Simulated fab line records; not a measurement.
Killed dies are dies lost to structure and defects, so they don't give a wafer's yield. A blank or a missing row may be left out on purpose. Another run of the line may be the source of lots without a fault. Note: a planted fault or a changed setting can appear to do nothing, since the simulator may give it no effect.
Problem report, 8D (eight disciplines) form, completed by code | flow ritCmos | the parts of the form that need people (team, actions taken, sign-off) are left out

== 1. THE ISSUE ==
PSD_OVL at RIT_PSD_OVL_MEAS_06 reads a mean of -150.6 nm on 9 wafers of 3 lots; wafers without a fault read -0.9 nm with a standard deviation of 1.4. So: -99 or more standard deviations from the usual mean.
Earliest sighting: wafer L100.1 on overlay-02 at day 6 19:00. At this step, 45 wafers from 15 lots have a number in the record. By rule, "out" or "out of limits" means more than 4 standard deviations away from the usual mean. All remaining wafers that have a number are taken as sound.

== 2. WHAT IT IS, AND WHAT IT ISN'T ==
question                    | is                     | is not
which readings at this step | PSD_OVL                | -
which lots                  | L100, L102, L103       | L106, L109, L110, L987, L988, L989, L990, L991, L992, L993, L996, L997
which wafers of those lots  | all that have a number | -
read on which gauges        | overlay-01, overlay-02 | -
when                        | from day 6 19:00       | up to then (27 sound wafers); but 9 sound wafers of L106, L109, L110 came after

== 3. SUSPECTS, AND WHAT RULES EACH OUT ==
Counting: a tool stays on the suspect list if, at a process step up to the reading, it processed all lots that are out and no sound lot following the first of them.
- the gauge at RIT_PSD_OVL_MEAS_06: ruled out. Those wafers that are out were read across 2 gauges (overlay-01, overlay-02).
- ilineStepper-02 at RIT_PSD_EXPOSE_03 (exposes mask M10, target cd 40900 nm): kept. Every lot that is out went through it, starting with L100 (day 6 18:31), and after that it ran no sound lot; the last sound lot it ran before then is L993 (day 5 02:25).
After counting, what remains is ilineStepper-02 at RIT_PSD_EXPOSE_03.

== 4. THE CAUSE (what the simulator had put in) ==
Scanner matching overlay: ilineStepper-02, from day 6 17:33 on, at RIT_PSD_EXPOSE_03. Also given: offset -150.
This tool alone remained once counting was done.

== 5. THE CHAIN OF EFFECTS, in route order ==
Each row: a reading where the mean over the struck wafers with a number is more than 3 standard deviations away from the usual. Only readings whose record carries a usual standard deviation are examined. hours: median over the lots of the time between each lot's start at the first step of this table that gives one and its start at this step. sigmas: the change, counted in usual standard deviations.
hours | step                | reading | usual   | on struck wafers | change | sigmas
0     | RIT_PSD_OVL_MEAS_06 | PSD_OVL | -0.9 nm | -150.6           | -149.7 | -99 or more

== 6. HOW IT WOULD HAVE BEEN CAUGHT EARLIER ==
In this record the first reading out of limits at a measuring or inspecting step was taken at day 6 19:00, 1 hour after the fault began at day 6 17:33.
L102, L103, from the lots that are out (3), started RIT_PSD_EXPOSE_03 on ilineStepper-02 later than day 6 19:00. A hold on the tool at that time would have spared those 2.
